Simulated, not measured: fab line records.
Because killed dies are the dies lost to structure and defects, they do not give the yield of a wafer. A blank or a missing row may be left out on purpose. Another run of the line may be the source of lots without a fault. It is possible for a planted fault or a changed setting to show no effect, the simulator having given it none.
A struck lot beside a sound one / flow berkeley cmos170 / 23 steps out of a route of 331
Sound: the wafers L564.1, L564.2, L564.5. Wafers struck: L560.1, L560.3, L560.6. The cause is given at the end.
For every step that has rows: the tool of each side, followed by ch and its chambers, followed by its first start. Under that, the readings that differ: sound wafers / struck wafers / difference of the means / sigmas: that difference in standard deviations of wafers without a fault.
alike: words and numbers the same on both sides, and readings whose means are apart by under 2 such deviations; not compared: readings that were withheld, readings missing a value for some wafer, numbers with overlapping values and no deviation given by the record, and bounds like >300 which may hide the same value.
The two part at a step that has a row with sigmas, a row that says differs or no value, or rows on one side only. Numbers that don't overlap but have no deviation are shown without sigmas and don't part them. A reading missing from all wafers of one side parts the sides only when that side holds two or more wafers.

UCB170_V2_STRIP_15: strips in O2.
  sound on plasma asher-03 ch 0,1, day 9 00:02; struck on plasma asher-02 ch 1, day 9 00:41
  alike: drypump motor current A, oes product au, strip time to endpoint s
  not compared: rf hours counter h
UCB170_V2_CD_MEAS_90: the cd target is 700 nm.
  struck on cd sem-01, day 9 00:47; sound on cd sem-02, day 9 00:08
  alike: cd nm
then, 1 step without rows for these wafers: UCB170_M3_PRE_CLEAN_00 (preclean etch time 60 s).
UCB170_M3_SPUTTER_01: material Al, target thk 900 nm, time 120 s.
  struck on pvd sputter-03, day 9 00:59; sound on pvd sputter-03, day 9 00:19
  alike: throttle valve pct
UCB170_M3_RS_MEAS_02: measurement is done with a four-point probe.
  struck on film metro-01, day 9 01:04; sound on film metro-04, day 9 00:24
  alike: M3_AL_RS
UCB170_M3_THK_MEAS_03: measures by xrf.
  struck on film metro-01, day 9 01:11; sound on film metro-04, day 9 00:31
  alike: M3_AL_THK
then, 3 steps without rows for these wafers: UCB170_M3_HMDS_04 (prime time 60 s); UCB170_M3_COAT_05 (resist thk 900 nm); UCB170_M3_SOFTBAKE_06 (time 60 s).
UCB170_M3_STRIP_07: strips in O2.
  sound on plasma asher-03 ch 0,1, day 9 01:09; struck on plasma asher-03 ch 0,1, day 9 01:44
reading=strip time to endpoint s (s); sound=21.98 21.95 21.96; struck=21.77 21.81 21.85; difference=-0.15; sigmas=-2
  alike: drypump motor current A, oes product au
  not compared: rf hours counter h
then, 2 steps without rows for these wafers: UCB170_M3_STRIP_08 (strips KrF in DMSO, time 600 s); UCB170_M3_COAT_09.
UCB170_M3_COAT_10: resist thk 900 nm.
  sound on litho track-02 ch 0, day 9 01:00; struck on litho track-04 ch 0, day 9 02:00
reading=spin speed rpm (rpm); sound=1500.2 1498.5 1500.5; struck=1383.6 1385.0 1382.6; difference=-116.0; sigmas=-99 or more
reading=model.KrF_of_M3_COAT_10.thk nm (nm); sound=901.6 900.2 901.5; struck=932.9 935.5 935.3; difference=+33.5; sigmas=
then, 2 steps without rows for these wafers: UCB170_M3_SOFTBAKE_11 (time 60 s); UCB170_M3_EXPOSE_12 (exposes mask METAL3, target cd 700 nm).
UCB170_M3_PEB_13:
  sound on litho track-02 ch 0, day 9 02:21; struck on litho track-02 ch 0, day 9 02:52
reading=plate sensor t edge C (C); sound=131.51 131.53 131.52; struck=131.53 131.55 131.54; difference=+0.02; sigmas=+2
  alike: plate sensor t centre C
then, 1 step without rows for these wafers: UCB170_M3_DEVELOP_14 (develop time 45 s).
UCB170_M3_CD_MEAS_15: the cd target is 700 nm.
  struck on cd sem-02, day 9 03:08; sound on cd sem-02, day 9 02:37
  alike: cd nm
UCB170_M3_OVL_MEAS_16:
  struck on overlay-01, day 9 03:16; sound on overlay-02, day 9 02:44
  alike: M3_OVL
UCB170_M3_ETCH_17: etches BARC in N2/H2.
  sound on rie diel-04 ch 1,2,3, day 9 02:47; struck on rie diel-04 ch 0,2,3, day 9 03:18
  alike: drypump motor current A, oes product au, rf fwd power W, throttle valve pct
UCB170_M3_METAL_ETCH_18: etches Al in Cl2/BCl3, stops on SiO2, target depth 1170 nm, time 195 s.
  sound on rie metal-02 ch 0,1, day 9 02:49; struck on rie metal-02 ch 0,1, day 9 03:20
reading=model.KrF_of_M3_COAT_10.thk nm (nm); sound=199.5 209.7 201; struck=241.1 236.4 229.8; difference=+32.4; sigmas=
  alike: drypump motor current A, he backside leak sccm, oes product au, rf fwd power W, throttle valve pct
  not compared: rf hours counter h
then, 2 steps without rows for these wafers: UCB170_M3_STRIP_19 (strips in O2); UCB170_M3_PROBE_99.

## WHERE THEY PART
At UCB170_M3_STRIP_07 first; at UCB170_M3_PEB_13 last (within this record only). Later steps at which nothing parts them and some readings are alike: UCB170_M3_CD_MEAS_15, UCB170_M3_OVL_MEAS_16, UCB170_M3_ETCH_17, UCB170_M3_METAL_ETCH_18.

WHY: what had been put in by the simulator
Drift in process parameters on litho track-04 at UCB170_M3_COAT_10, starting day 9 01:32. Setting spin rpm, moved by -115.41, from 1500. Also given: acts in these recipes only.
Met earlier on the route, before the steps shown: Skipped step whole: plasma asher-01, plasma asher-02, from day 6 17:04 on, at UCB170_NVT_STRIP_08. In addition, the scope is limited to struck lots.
